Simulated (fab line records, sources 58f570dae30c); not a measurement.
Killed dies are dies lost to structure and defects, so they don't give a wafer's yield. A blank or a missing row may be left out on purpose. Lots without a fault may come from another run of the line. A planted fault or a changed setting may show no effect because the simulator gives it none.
Which tool did it? | flow berkeley_cmos170 | 7 lots, 21 wafers sampled, at 1 step of a route of 331

WHAT THE GAUGES READ, wafer by wafer
UCB170_SDANNEAL_RS_MEAS_04: measures by four-point-probe.
lot  | measured     | on            | PLDD_RS (ohm/sq)
L149 | day 6 12:44  | film_metro-03 | 1035.6 1034.3 1034.3
L152 | day 7 09:08  | film_metro-04 | 1031.3 1032.0 1028.7
L159 | day 8 13:25  | film_metro-03 | 1039.2 1035.3 1035.8
L161 | day 9 03:49  | film_metro-02 | 1033.4 1030.9 1033.5
L166 | day 10 03:10 | film_metro-04 | 1029.9 1028.8 1028.8
L169 | day 10 17:13 | film_metro-03 | 1030.3 1028.8 1030.3
L171 | day 11 05:55 | film_metro-02 | 1037.2 1034.9 1035.1

WHICH TOOL RAN EACH LOT (tool, then ch and the chambers of the sampled wafers, then the start)
The record holds no process step before these readings.

THE ANSWER, worked out from the rows above alone
Rule: what is usual is taken from the lots themselves. Put in order of their means at a reading, lots are off if they are a third of the lots or fewer, leave a main group of 4 or more, and stand apart from it by a gap of 3 or more times the standard deviation of the main group's means; of several such gaps the widest counts. A main group whose means are all the same, to the digits that the tables above print for the reading, isn't used. A lot without any number at a reading at which 4 lots or more have one is off too. The other lots that the step has rows for count as sound.
No lot is off at any reading shown: from this, nothing can be told.

WHAT THE SIMULATOR HAD PUT IN
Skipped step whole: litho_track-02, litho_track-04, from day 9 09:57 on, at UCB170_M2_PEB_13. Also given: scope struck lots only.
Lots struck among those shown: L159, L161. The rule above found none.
